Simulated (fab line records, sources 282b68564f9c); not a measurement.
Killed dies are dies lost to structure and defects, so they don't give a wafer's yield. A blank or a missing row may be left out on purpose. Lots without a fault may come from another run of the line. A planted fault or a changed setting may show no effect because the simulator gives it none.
Chamber matching | flow rit_cmos | RIT_SPACER_ETCHBACK_05 on rie_diel-03: 4 sister chambers
The step etches Si3N4 in SF6/CHF3, stops on SiO2, target depth 250 nm, time 240 s. 8 wafers are shown with their chamber, then 7 later ones without.

WAFERS WITH THEIR CHAMBER
wafer  | chamber | throttle_valve_pct (%) | drypump_motor_current_A (A)
L915.5 | 0       | 10.36                  | 5.9
L917.2 | 3       | 10.06                  | 6.1
L917.3 | 2       | 10.26                  | 5.6
L919.2 | 1       | 10.47                  | 5.3
L919.3 | 0       | 10.37                  | 6.0
L919.6 | 3       | 10.06                  | 6.1
L925.3 | 1       | 10.48                  | 5.3
L925.4 | 2       | 10.24                  | 5.6

WAFERS WITHOUT THEIR CHAMBER
wafer  | throttle_valve_pct (%) | drypump_motor_current_A (A)
L925.5 | 10.03                  | 6.1
L933.1 | 10.37                  | 5.9
L933.2 | 10.03                  | 6.1
L933.5 | 10.36                  | 5.9
L935.1 | 10.35                  | 5.9
L935.5 | 10.04                  | 6.1
L935.6 | 10.36                  | 6.0

WHICH CHAMBER EACH WENT THROUGH
wafer  | from the rows above | in truth
L925.5 | 3                   | 3
L933.1 | 0                   | 0
L933.2 | 3                   | 3
L933.5 | 0                   | 0
L935.1 | 0                   | 0
L935.5 | 3                   | 3
L935.6 | 0                   | 0
Placed correctly: 7 of 7. Can't be placed from these rows: 0. Placed wrongly: 0.
How it was worked out, from the rows above alone: a wafer's distance from a chamber is the root of the sum, over the readings, of the square of ((its reading less the chamber's mean) divided by the reading's scatter). The wafer belongs to the nearest chamber; if the next one is less than 2 further off, it can't be placed. A chamber's mean is the mean of its shown wafers. The scatter: the root of (the sum of the squares of (reading less its chamber's mean) over the shown wafers, divided by (wafers less chambers)).
